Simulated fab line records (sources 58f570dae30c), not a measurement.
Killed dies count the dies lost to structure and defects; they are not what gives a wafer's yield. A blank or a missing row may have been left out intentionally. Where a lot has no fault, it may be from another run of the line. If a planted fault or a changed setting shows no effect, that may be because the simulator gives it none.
Matching of chambers :: flow berkeley-cmos170 :: rie-diel-04 running UCB170_M2_ETCH_17: 4 sister chambers
The step etches BARC in N2/H2. 14 wafers are shown with their chamber, then 7 later ones without.

WAFERS PAIRED WITH THEIR CHAMBERS
wafer: L372.1
chamber: 0
throttle-valve-pct (%): 13.18
drypump-motor-current-A (A): 5.6
oes-product-au (a.u.): 1.009

wafer: L372.4
chamber: 3
throttle-valve-pct (%): 13.00
drypump-motor-current-A (A): 6.5
oes-product-au (a.u.): 0.959

wafer: L372.5
chamber: 0
throttle-valve-pct (%): 13.18
drypump-motor-current-A (A): 5.5
oes-product-au (a.u.): 1.004

wafer: L375.3
chamber: 0
throttle-valve-pct (%): 13.17
drypump-motor-current-A (A): 5.5
oes-product-au (a.u.): 0.996

wafer: L375.5
chamber: 2
throttle-valve-pct (%): 13.47
drypump-motor-current-A (A): 6.0
oes-product-au (a.u.): 1.004

wafer: L375.6
chamber: 3
throttle-valve-pct (%): 13.01
drypump-motor-current-A (A): 6.5
oes-product-au (a.u.): 0.954

wafer: L379.2
chamber: 3
throttle-valve-pct (%): 13.01
drypump-motor-current-A (A): 6.5
oes-product-au (a.u.): 0.970

wafer: L379.3
chamber: 0
throttle-valve-pct (%): 13.19
drypump-motor-current-A (A): 5.6
oes-product-au (a.u.): 1.003

wafer: L379.5
chamber: 0
throttle-valve-pct (%): 13.19
drypump-motor-current-A (A): 5.6
oes-product-au (a.u.): 1.000

wafer: L385.1
chamber: 2
throttle-valve-pct (%): 13.46
drypump-motor-current-A (A): 6.0
oes-product-au (a.u.): 1.005

wafer: L385.4
chamber: 1
throttle-valve-pct (%): 13.35
drypump-motor-current-A (A): 5.8
oes-product-au (a.u.): 1.002

wafer: L385.5
chamber: 3
throttle-valve-pct (%): 13.01
drypump-motor-current-A (A): 6.5
oes-product-au (a.u.): 0.959

wafer: L384.1
chamber: 1
throttle-valve-pct (%): 13.36
drypump-motor-current-A (A): 5.8
oes-product-au (a.u.): 1.011

wafer: L384.4
chamber: 3
throttle-valve-pct (%): 13.00
drypump-motor-current-A (A): 6.5
oes-product-au (a.u.): 0.969

SIGNATURES (averages over the wafers above)
reading: throttle-valve-pct
chamber 0: 13.1820
chamber 1: 13.3550
chamber 2: 13.4650
chamber 3: 13.0060
scatter within a chamber: 0.00707

reading: drypump-motor-current-A
chamber 0: 5.560
chamber 1: 5.800
chamber 2: 6.000
chamber 3: 6.500
scatter within a chamber: 0.0346

reading: oes-product-au
chamber 0: 1.00240
chamber 1: 1.00650
chamber 2: 1.00450
chamber 3: 0.96220
scatter within a chamber: 0.00574
Rule: for a wafer and a chamber, the distance is found by dividing, reading by reading, the gap between the wafer's reading and the chamber's mean by the reading's scatter, squaring, summing and taking the root. If the next closest chamber is less than 2 further off than the closest, the wafer can't be placed; otherwise it belongs to the closest. The scatter: take each reading less its chamber's mean, square it, sum over the shown wafers, divide by the number of wafers less the number of chambers, and take the root.

WAFERS WITH NO CHAMBER GIVEN
wafer: L384.5
throttle-valve-pct (%): 13.19
drypump-motor-current-A (A): 5.6
oes-product-au (a.u.): 1.003

wafer: L387.1
throttle-valve-pct (%): 13.17
drypump-motor-current-A (A): 5.6
oes-product-au (a.u.): 1.006

wafer: L387.2
throttle-valve-pct (%): 13.35
drypump-motor-current-A (A): 5.7
oes-product-au (a.u.): 1.005

wafer: L387.6
throttle-valve-pct (%): 13.18
drypump-motor-current-A (A): 5.6
oes-product-au (a.u.): 1.008

wafer: L391.1
throttle-valve-pct (%): 13.45
drypump-motor-current-A (A): 6.0
oes-product-au (a.u.): 1.005

wafer: L391.2
throttle-valve-pct (%): 13.35
drypump-motor-current-A (A): 5.8
oes-product-au (a.u.): 1.003

wafer: L391.4
throttle-valve-pct (%): 13.18
drypump-motor-current-A (A): 5.6
oes-product-au (a.u.): 1.006

EACH ONE'S CHAMBER
wafer: L384.5
from the rows above: 0
in truth: 0

wafer: L387.1
from the rows above: 0
in truth: 0

wafer: L387.2
from the rows above: 1
in truth: 1

wafer: L387.6
from the rows above: 0
in truth: 0

wafer: L391.1
from the rows above: 2
in truth: 2

wafer: L391.2
from the rows above: 1
in truth: 1

wafer: L391.4
from the rows above: 0
in truth: 0
Correct placement for 7 of the 7. From these rows, 0 cannot be placed. Placed wrongly: 0.
